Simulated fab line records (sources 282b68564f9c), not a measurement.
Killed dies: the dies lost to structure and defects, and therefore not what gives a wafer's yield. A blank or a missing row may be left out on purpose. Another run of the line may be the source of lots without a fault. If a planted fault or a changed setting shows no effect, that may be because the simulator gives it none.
Which tool is to blame? / flow rit-cmos / Sampling: 15 lots, 45 wafers, 2 of 202 route steps

## WHAT THE GAUGES READ, wafer by wafer
RIT_GATE_THK_MEAS_07.
lot=L155; measured=day 2 13:27; on=film-metro-04; GATE_OXIDE_THK (nm)=3.09 3.11 3.09
lot=L159; measured=day 3 06:55; on=film-metro-04; GATE_OXIDE_THK (nm)=3.09 3.07 3.01
lot=L162; measured=day 4 02:32; on=film-metro-04; GATE_OXIDE_THK (nm)=3.01 2.89 2.97
lot=L163; measured=day 4 07:50; on=film-metro-01; GATE_OXIDE_THK (nm)=3.00 2.96 2.94
lot=L164; measured=day 4 11:42; on=film-metro-01; GATE_OXIDE_THK (nm)=3.01 3.05 3.02
lot=L165; measured=day 4 16:13; on=film-metro-01; GATE_OXIDE_THK (nm)=2.94 2.85 2.92
lot=L166; measured=day 5 01:26; on=film-metro-04; GATE_OXIDE_THK (nm)=3.04 3.08 3.06
lot=L168; measured=day 5 05:53; on=film-metro-04; GATE_OXIDE_THK (nm)=3.02 3.03 3.03
lot=L169; measured=day 5 14:42; on=film-metro-01; GATE_OXIDE_THK (nm)=3.07 3.08 3.05
lot=L171; measured=day 5 22:02; on=film-metro-03; GATE_OXIDE_THK (nm)=2.92 3.00 3.01
lot=L172; measured=day 6 06:05; on=film-metro-04; GATE_OXIDE_THK (nm)=3.06 2.96 3.01
lot=L174; measured=day 6 13:37; on=film-metro-01; GATE_OXIDE_THK (nm)=3.01 2.87 2.95
lot=L175; measured=day 6 19:03; on=film-metro-01; GATE_OXIDE_THK (nm)=2.93 2.90 3.06
lot=L176; measured=day 6 22:50; on=film-metro-04; GATE_OXIDE_THK (nm)=3.00 3.11 2.98
lot=L178; measured=day 7 09:16; on=film-metro-01; GATE_OXIDE_THK (nm)=3.07 3.07 3.14

RIT_NSD_OVL_MEAS_06.
lot=L155; measured=day 3 03:21; on=overlay-01; NSD_OVL (nm)=-0.3 -0.7 -0.3
lot=L159; measured=day 3 22:26; on=overlay-01; NSD_OVL (nm)=1.6 1.6 0.6
lot=L162; measured=day 4 17:25; on=overlay-02; NSD_OVL (nm)=-3.5 -2.1 -1.9
lot=L163; measured=day 4 21:34; on=overlay-01; NSD_OVL (nm)=-3.0 -1.1 -2.6
lot=L164; measured=day 5 01:08; on=overlay-02; NSD_OVL (nm)=-0.1 0.8 1.2
lot=L165; measured=day 5 07:22; on=overlay-02; NSD_OVL (nm)=0.2 0.5 -1.2
lot=L166; measured=day 5 16:01; on=overlay-01; NSD_OVL (nm)=-2.5 -2.8 -1.9
lot=L168; measured=day 5 21:50; on=overlay-02; NSD_OVL (nm)=1.9 2.0 1.8
lot=L169; measured=day 6 05:20; on=overlay-01; NSD_OVL (nm)=-1.4 -1.2 -1.3
lot=L171; measured=day 6 12:17; on=overlay-01; NSD_OVL (nm)=-0.3 -1.4 -1.0
lot=L172; measured=day 6 21:07; on=overlay-02; NSD_OVL (nm)=0.9 1.1 1.0
lot=L174; measured=day 7 03:12; on=overlay-02; NSD_OVL (nm)=-4.0 -4.5 -4.5
lot=L175; measured=day 7 08:35; on=overlay-01; NSD_OVL (nm)=0.5 1.7 0.8
lot=L176; measured=day 7 12:16; on=overlay-02; NSD_OVL (nm)=-0.9 -1.9 -1.9
lot=L178; measured=day 7 23:34; on=overlay-01; NSD_OVL (nm)=-0.5 -1.4 -1.0

## WHAT TOOL EACH LOT RAN ON (gives the tool, then ch and the chambers of the sampled wafers, and finally the start)
Before these readings, the record contains no process step.

## WHAT THE TOOLS THEMSELVES READ (means of the sampled wafers that have a number; where no wafer has one, the mark that the record gives instead)
The record holds no such reading with a usual standard deviation.

## THE ANSWER, worked out from the rows above alone
Rule: the usual values come from the lots themselves. Put in order of their means at a reading, lots are off if they are a third of the lots or fewer, leave a main group of 4 or more, and stand apart from it by a gap of 3 or more times the standard deviation of the main group's means; of several such gaps the widest counts. A main group is skipped when, at the precision printed for the reading in the tables above, its means are all equal. Also off: a lot with no number at a reading for which 4 or more lots have one. The other lots that the step has rows for count as sound. The gauges are gone through in route order, then the tools' own readings, and for those a lot's mean is taken as printed above. At the first step where some lot is off, the reading lying furthest off is the one used; lots without a number count as furthest.
No lot is off at any reading shown: from this, nothing can be told.

## WHAT THE SIMULATOR HAD INSERTED
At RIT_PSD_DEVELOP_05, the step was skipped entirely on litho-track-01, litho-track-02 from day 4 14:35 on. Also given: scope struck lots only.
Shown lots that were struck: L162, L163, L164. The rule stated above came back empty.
